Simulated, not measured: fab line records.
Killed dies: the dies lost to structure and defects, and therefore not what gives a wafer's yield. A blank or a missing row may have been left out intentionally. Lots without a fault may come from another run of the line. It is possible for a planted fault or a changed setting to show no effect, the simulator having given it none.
Comparing a struck lot with a sound one / flow rit cmos / 44 out of 202 route steps
Sound: wafers L824.1, L824.5, L824.6. Struck: wafers L831.2, L831.5, L831.6. The cause is named last.
Per side, at each step with rows, come the tool, then ch with its chambers, and then its first start. Under that, the readings that differ: sound wafers / struck wafers / difference of the means / sigmas: that difference in standard deviations of wafers without a fault.
alike: readings whose means differ by less than 2 such deviations, and words and numbers that are the same on both sides. not compared: withheld readings, readings that some wafer has no value for, bounds like >300 that may hide the same value, and numbers for which the record gives no deviation and whose values overlap.
A row with sigmas, a row that says differs or no value, or rows on one side alone: a step with any of these is where the two part. Numbers that have no deviation but don't overlap get no sigmas and don't part them. A reading that every wafer of one side lacks parts them only if that side has two wafers or more.

first, 3 steps without rows for these wafers: RIT_REOX_CLEAN_01 (cleans in dHF, time 30 s); RIT_REOX_CLEAN_02 (cleans in SC2, time 600 s); RIT_REOX_OXIDATION_03 (target thk 25.2 nm, ox time 5580 s).
RIT_REOX_THK_MEAS_04:
  struck on film metro-04, day 5 12:02; sound on film metro-04, day 3 03:44
  alike: REOX_OXIDE_THK
then, 6 steps without rows for these wafers: RIT_NLDD_HMDS_00 (prime time 60 s); RIT_NLDD_COAT_01 (resist thk 1000 nm); RIT_NLDD_SOFTBAKE_02 (time 60 s); RIT_NLDD_EXPOSE_03 (exposes mask M7, target cd 40700 nm); RIT_NLDD_PEB_04; RIT_NLDD_DEVELOP_05 (develop time 50 s).
RIT_NLDD_OVL_MEAS_06:
  struck on overlay-01, day 5 12:56; sound on overlay-02, day 3 04:54
reading=NLDD_OVL (nm); sound=-0.5 -1.7 -0.7; struck=2.0 2.1 1.7; difference=+2.9; sigmas=+2
then, 1 step without rows for these wafers: RIT_NLDD_HARDBAKE_07 (time 60 s).
RIT_NLDD_IMPLANT_08:
  sound on implanter-02 ch 0, day 3 05:05; struck on implanter-02 ch 0, day 5 13:08
reading=dose ions cm2; sound=5.002e+14 4.999e+14 4.996e+14; struck=6.505e+14 6.492e+14 6.493e+14; difference=+1.498e+14; sigmas=+99 or more
reading=faraday current uA; sound=1588 1568 1524; struck=2070 2123 2011; difference=+508; sigmas=+16
RIT_NLDD_STRIP_09: strips in O2, time 180 s.
  sound on plasma asher-03 ch 0,1, day 3 05:14; struck on plasma asher-01 ch 0,1, day 5 13:16
  alike: drypump motor current A
  not compared: rf hours counter h
RIT_NLDD_TW_MEAS_10:
  struck on film metro-01, day 5 13:27; sound on film metro-03, day 3 05:25
reading=NLDD_TW; sound=2509 2504 2508; struck=2634 2637 2628; difference=+126; sigmas=+5
then, 6 steps without rows for these wafers: RIT_PLDD_HMDS_00 (prime time 60 s); RIT_PLDD_COAT_01 (resist thk 1000 nm); RIT_PLDD_SOFTBAKE_02 (time 60 s); RIT_PLDD_EXPOSE_03 (exposes mask M8, target cd 40900 nm); RIT_PLDD_PEB_04; RIT_PLDD_DEVELOP_05 (develop time 50 s).
RIT_PLDD_OVL_MEAS_06:
  struck on overlay-01, day 5 14:31; sound on overlay-02, day 3 06:27
  alike: PLDD_OVL
then, 2 steps without rows for these wafers: RIT_PLDD_HARDBAKE_07 (time 60 s); RIT_PLDD_IMPLANT_08.
RIT_PLDD_STRIP_09: strips in O2, time 180 s.
  sound on plasma asher-04 ch 0,1, day 3 06:47; struck on plasma asher-04 ch 0,1, day 5 14:51
  alike: drypump motor current A
  not compared: rf hours counter h
RIT_PLDD_TW_MEAS_10:
  struck on film metro-01, day 5 15:02; sound on film metro-03, day 3 06:58
  alike: PLDD_TW
then, 4 steps without rows for these wafers: RIT_SPACER_CLEAN_00 (cleans in SC1, time 600 s); RIT_SPACER_CLEAN_01 (cleans in dHF, time 30 s); RIT_SPACER_CLEAN_02 (cleans in SC2, time 600 s); RIT_SPACER_CVD_03 (deposits Si3N4 from SiH2Cl2/NH3, target thk 250 nm, time 3300 s).
RIT_SPACER_THK_MEAS_04:
  struck on film metro-01, day 5 17:23; sound on film metro-02, day 3 09:19
  alike: SPACER_NITRIDE_THK
RIT_SPACER_ETCHBACK_05: etches Si3N4 in SF6/CHF3, stops on SiO2, target depth 250 nm, time 240 s.
  sound on rie diel-01 ch 2,3, day 3 09:23; struck on rie diel-01 ch 0,1, day 5 17:26
  alike: drypump motor current A, oes product au, throttle valve pct
  not compared: rf hours counter h
then, 6 steps without rows for these wafers: RIT_NSD_HMDS_00 (prime time 60 s); RIT_NSD_COAT_01 (resist thk 1000 nm); RIT_NSD_SOFTBAKE_02 (time 60 s); RIT_NSD_EXPOSE_03 (exposes mask M9, target cd 40700 nm); RIT_NSD_PEB_04; RIT_NSD_DEVELOP_05 (develop time 50 s).
RIT_NSD_OVL_MEAS_06:
  struck on overlay-02, day 5 18:42; sound on overlay-01, day 3 10:23
  alike: NSD_OVL
then, 2 steps without rows for these wafers: RIT_NSD_HARDBAKE_07 (time 60 s); RIT_NSD_IMPLANT_08.
RIT_NSD_STRIP_09: strips in O2, time 180 s.
  sound on plasma asher-02 ch 0,1, day 3 10:43; struck on plasma asher-01 ch 0,1, day 5 19:07
  alike: drypump motor current A
  not compared: rf hours counter h
RIT_SDANNEAL_RS_MEAS_07: the measuring method here is four-point-probe.
  struck on film metro-03, day 5 22:32; sound on film metro-02, day 3 13:18
reading=NLDD_RS (ohm/sq); sound=152.2 151.9 152.0; struck=122.6 122.6 122.3; difference=-29.5; sigmas=-59
RIT_M1_PROBE_99:
  rows exist in the record for the sound wafers here (prober-01, day 3 20:26), none for the struck ones

== WHERE THEY PART ==
Last at RIT_M1_PROBE_99 as far as this record goes, first at RIT_NLDD_OVL_MEAS_06.

WHY: what the simulator had put in
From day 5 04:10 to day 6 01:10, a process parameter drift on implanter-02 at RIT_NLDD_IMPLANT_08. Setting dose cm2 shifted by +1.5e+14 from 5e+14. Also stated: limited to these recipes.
